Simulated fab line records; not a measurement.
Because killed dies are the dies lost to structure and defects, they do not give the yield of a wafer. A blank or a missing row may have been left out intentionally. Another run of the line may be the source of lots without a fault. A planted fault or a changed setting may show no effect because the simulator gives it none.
Matching of chambers -- flow ritCmos -- rieSi-01 running RIT_GATE_ETCH_19: 4 sister chambers
The step etches poly-Si in SF6/CHF3/O2, stops on SiO2, time 165 s, target depth 312.5 nm. 4 wafers are shown with their chamber, then 8 later ones without.

WAFERS PAIRED WITH THEIR CHAMBERS
wafer,chamber,throttleValvePct (%)
L787.4,3,10.39
L789.4,0,10.01
L789.5,1,10.17
L795.4,2,10.16

WAFERS MISSING THEIR CHAMBER
wafer,throttleValvePct (%)
L795.5,10.01
L795.6,10.16
L797.1,10.01
L797.4,10.17
L797.6,9.99
L801.1,10.38
L801.4,10.01
L801.5,10.17

EACH ONE'S CHAMBER
wafer,from the rows above,in truth
L795.5,0,0
L795.6,can't be placed: 2 or 1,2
L797.1,0,0
L797.4,can't be placed: 1 or 2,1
L797.6,0,0
L801.1,3,3
L801.4,0,0
L801.5,can't be placed: 1 or 2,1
Placed correctly: 5 of 8. These rows do not allow placing 3 (true chamber among the candidates in 3). Number placed wrongly: 0.
How it was worked out, from the rows above alone: a wafer's distance from a chamber is the root of the sum, over the readings, of the square of ((its reading less the chamber's mean) divided by the reading's scatter). The wafer belongs to the nearest chamber; if the next one is less than 2 further off, it can't be placed. The mean given for a chamber averages the wafers shown for that chamber. The scatter (one wafer shown for each chamber): square how far every hidden wafer sits from the nearest shown wafer, average those squares and take the square root.
